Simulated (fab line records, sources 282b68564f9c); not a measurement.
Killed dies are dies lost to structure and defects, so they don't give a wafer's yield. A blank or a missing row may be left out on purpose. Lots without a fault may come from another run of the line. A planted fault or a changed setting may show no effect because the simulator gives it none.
A sampling plan put to the test | flow rit_cmos | one fab line, 9 faults that these records tell of, each judged on the records of the lots that it struck
The plan is the line's own looks: the steps of the route at which a gauge or an inspection reads the wafer and doesn't change it. A look can be judged if struck wafers have a number there and the file gives its usual mean and standard deviation on fault-free wafers. Caught: at a look after the fault's first step, the mean of the struck wafers lies 4 or more of those standard deviations (sigma) from the usual mean. On the tool: the same test on the tool's own readings at the fault's steps. Another recipe on the struck wafers, or a record that is blank for them alone, also counts as caught.

THE FAULTS, as the simulator had put them in
1. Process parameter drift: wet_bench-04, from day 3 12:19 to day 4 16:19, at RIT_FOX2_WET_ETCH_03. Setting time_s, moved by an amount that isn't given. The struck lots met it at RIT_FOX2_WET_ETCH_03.
2. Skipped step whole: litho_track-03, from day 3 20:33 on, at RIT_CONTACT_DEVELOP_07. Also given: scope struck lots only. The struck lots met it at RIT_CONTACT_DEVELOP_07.
3. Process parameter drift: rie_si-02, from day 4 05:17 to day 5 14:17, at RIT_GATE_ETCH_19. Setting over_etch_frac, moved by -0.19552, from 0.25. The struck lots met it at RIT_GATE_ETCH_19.
4. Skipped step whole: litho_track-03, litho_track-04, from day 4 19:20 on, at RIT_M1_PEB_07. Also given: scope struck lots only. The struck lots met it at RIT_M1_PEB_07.
5. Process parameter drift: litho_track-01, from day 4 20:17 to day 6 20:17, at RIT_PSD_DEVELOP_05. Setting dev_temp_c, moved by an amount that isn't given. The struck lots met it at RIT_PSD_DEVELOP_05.
6. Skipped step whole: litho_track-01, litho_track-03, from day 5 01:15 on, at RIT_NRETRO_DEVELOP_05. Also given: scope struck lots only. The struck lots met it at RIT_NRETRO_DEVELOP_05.
7. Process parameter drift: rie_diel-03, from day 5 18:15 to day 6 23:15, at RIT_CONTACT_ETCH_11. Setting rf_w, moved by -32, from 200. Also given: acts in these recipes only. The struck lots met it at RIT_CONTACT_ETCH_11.
8. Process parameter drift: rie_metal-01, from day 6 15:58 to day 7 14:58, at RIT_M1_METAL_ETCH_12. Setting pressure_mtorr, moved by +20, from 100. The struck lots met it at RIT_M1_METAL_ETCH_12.
9. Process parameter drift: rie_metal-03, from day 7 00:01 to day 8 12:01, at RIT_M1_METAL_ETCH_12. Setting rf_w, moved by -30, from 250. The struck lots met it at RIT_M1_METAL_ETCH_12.

WHAT THE PLAN SAW
fault | on the tool itself                               | first look that catches it                   | reading, sigma | median hours from its first step to that look | hours from the fault's start to the first struck lot there | judged looks passed uncaught
1     | run_length_s -52 sigma                           | no look after it can be judged               | -              | -                                             | -                                                          | 0
2     | the tool's record is blank for the struck wafers | no look after it can be judged               | -              | -                                             | -                                                          | 0
3     | oes_product_au +9.6 sigma                        | not the one look that can be judged after it | -              | -                                             | -                                                          | 1
4     | no reading that can be judged                    | no look after it can be judged               | -              | -                                             | -                                                          | 0
5     | developer_temp_C +7.4 sigma                      | not the one look that can be judged after it | -              | -                                             | -                                                          | 1
6     | the tool's record is blank for the struck wafers | no look after it can be judged               | -              | -                                             | -                                                          | 0
7     | rf_fwd_power_W -52 sigma                         | no look after it can be judged               | -              | -                                             | -                                                          | 0
8     | chamber_pressure_mTorr +99 or beyond sigma       | no look after it can be judged               | -              | -                                             | -                                                          | 0
9     | rf_fwd_power_W -37 sigma                         | no look after it can be judged               | -              | -                                             | -                                                          | 0
A dash: the fault isn't caught, or these records don't give the number.

Caught at a look: 0 of 9. Caught on the tool: 8 of 9. By one or the other: 8 of 9.
Caught on the tool alone: faults 1, 2, 3, 5, 6, 7, 8, 9.
Caught by neither: fault 4.
